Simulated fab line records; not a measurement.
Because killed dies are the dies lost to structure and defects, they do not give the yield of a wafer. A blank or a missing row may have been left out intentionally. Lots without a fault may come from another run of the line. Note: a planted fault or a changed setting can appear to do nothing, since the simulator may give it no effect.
Matching of chambers / flow berkeley cmos170 / 3 sister chambers for UCB170_V2_CVD_00 on pecvd-04
The step deposits SiO2 from TEOS/O2, target thk 2000 nm, time 250 s. 3 wafers are shown with their chamber, then 8 later ones without.

## WAFERS PAIRED WITH THEIR CHAMBERS
wafer=L717.3; chamber=2; run length s (s)=278.5
wafer=L722.5; chamber=1; run length s (s)=277.2
wafer=L728.2; chamber=0; run length s (s)=277.8

## WAFERS WITH NO CHAMBER GIVEN
wafer=L728.3; run length s (s)=277.2
wafer=L728.6; run length s (s)=278.8
wafer=L731.2; run length s (s)=278.6
wafer=L731.4; run length s (s)=278.2
wafer=L731.6; run length s (s)=277.5
wafer=L733.1; run length s (s)=277.5
wafer=L733.5; run length s (s)=278.7
wafer=L733.6; run length s (s)=277.5

## CHAMBER TAKEN BY EACH
wafer=L728.3; from the rows above=1; in truth=1
wafer=L728.6; from the rows above=2; in truth=2
wafer=L731.2; from the rows above=2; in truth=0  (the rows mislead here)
wafer=L731.4; from the rows above=can't be placed: 2 or 0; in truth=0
wafer=L731.6; from the rows above=can't be placed: 0 or 1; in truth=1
wafer=L733.1; from the rows above=can't be placed: 0 or 1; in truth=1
wafer=L733.5; from the rows above=2; in truth=2
wafer=L733.6; from the rows above=can't be placed: 0 or 1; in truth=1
Placed correctly: 3 of 8. These rows do not allow placing 4 (true chamber among the candidates in 4). 1 placed wrongly.
How it was worked out, from the rows above alone: a wafer's distance from a chamber is the root of the sum, over the readings, of the square of ((its reading less the chamber's mean) divided by the reading's scatter). The wafer belongs to the nearest chamber; if the next one is less than 2 further off, it can't be placed. For every chamber, the mean is computed from those of its wafers that are shown. The scatter: root of mean squared gap, hidden wafer to nearest shown wafer, with one shown wafer a chamber.
